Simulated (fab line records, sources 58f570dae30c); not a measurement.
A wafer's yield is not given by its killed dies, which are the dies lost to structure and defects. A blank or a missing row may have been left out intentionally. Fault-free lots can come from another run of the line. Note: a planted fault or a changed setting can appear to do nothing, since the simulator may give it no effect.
One fault seen from 2 desks || flow berkeley cmos170 || each desk has only its own numbers; what lay behind them comes last

FOR THE TOOL OWNER'S DESK: rie diel-04
The tool's own readings at UCB170_V1_ETCH_14 (etches SiO2 in CHF3/CF4/Ar, stops on Al, target depth 1250 nm, time 291 s): means of the sampled wafers that have a number, for each lot that ran on this tool. Marked OUT: a lot whose mean sits more than 4 standard deviations from the usual mean, which makes it out of limits; the brackets give that distance.
Columns: A = drypump motor current A at UCB170_V1_ETCH_14, usual 5.6 A; B = oes product au at UCB170_V1_ETCH_14, usual 0.875 a.u.; C = throttle valve pct at UCB170_V1_ETCH_14, usual 6.98 %
{"lot": "L150", "first seen here": "day 9 04:38", "A": 5.7, "B": 0.878, "C": 7.03}
{"lot": "L154", "first seen here": "day 9 18:46", "A": 5.9, "B": 0.869, "C": 6.97}
{"lot": "L159", "first seen here": "day 10 16:11", "A": 5.7, "B": 0.862, "C": 6.97}
{"lot": "L162", "first seen here": "day 11 10:16", "A": 5.7, "B": 0.869, "C": 7.03}
{"lot": "L173", "first seen here": "day 14 00:24", "A": 5.9, "B": 0.864, "C": 6.92}
Finding of this desk: none of the 5 lots has anything out of limits.

THE METROLOGY DESK
Means of the sampled wafers that have a number, per lot and without regard to the tool the lot ran on: this is what the gauges read. Marked OUT: a lot whose mean sits more than 4 standard deviations from the usual mean, which makes it out of limits; the brackets give that distance.
Columns: A = cd nm at UCB170_V1_CD_MEAS_90, usual 699.2 nm; B = cd nm at UCB170_V2_CD_MEAS_90, usual 699.4 nm
{"lot": "L150", "first seen here": "day 9 04:56", "A": 698.6, "B": 699.1}
{"lot": "L152", "first seen here": "day 9 16:38", "A": 698.9, "B": 695.3}
{"lot": "L155", "first seen here": "day 9 18:53", "A": 697.3, "B": 699.4}
{"lot": "L154", "first seen here": "day 9 19:05", "A": 697.2, "B": 698.3}
{"lot": "L159", "first seen here": "day 10 16:29", "A": 704.2, "B": 699.4}
{"lot": "L158", "first seen here": "day 10 17:43", "A": 698.8, "B": 698.7}
{"lot": "L165", "first seen here": "day 11 07:56", "A": 699.0, "B": 700.6}
{"lot": "L163", "first seen here": "day 11 09:34", "A": 698.3, "B": 698.9}
{"lot": "L164", "first seen here": "day 11 09:53", "A": 698.7, "B": 701.4}
{"lot": "L162", "first seen here": "day 11 10:33", "A": 704.2, "B": 697.4}
{"lot": "L168", "first seen here": "day 12 08:41", "A": 700.3, "B": 700.6}
{"lot": "L169", "first seen here": "day 12 23:03", "A": 698.6, "B": 699.4}
{"lot": "L172", "first seen here": "day 13 08:24", "A": 698.9, "B": 698.9}
{"lot": "L173", "first seen here": "day 14 00:42", "A": 701.1, "B": 700.0}
Finding of this desk: none of the 14 lots has anything out of limits.

BROUGHT TOGETHER
The desk of the tool owner found nothing out of limits.
The metrology desk saw nothing out of limits.

WHAT THE SIMULATOR HAD INSERTED
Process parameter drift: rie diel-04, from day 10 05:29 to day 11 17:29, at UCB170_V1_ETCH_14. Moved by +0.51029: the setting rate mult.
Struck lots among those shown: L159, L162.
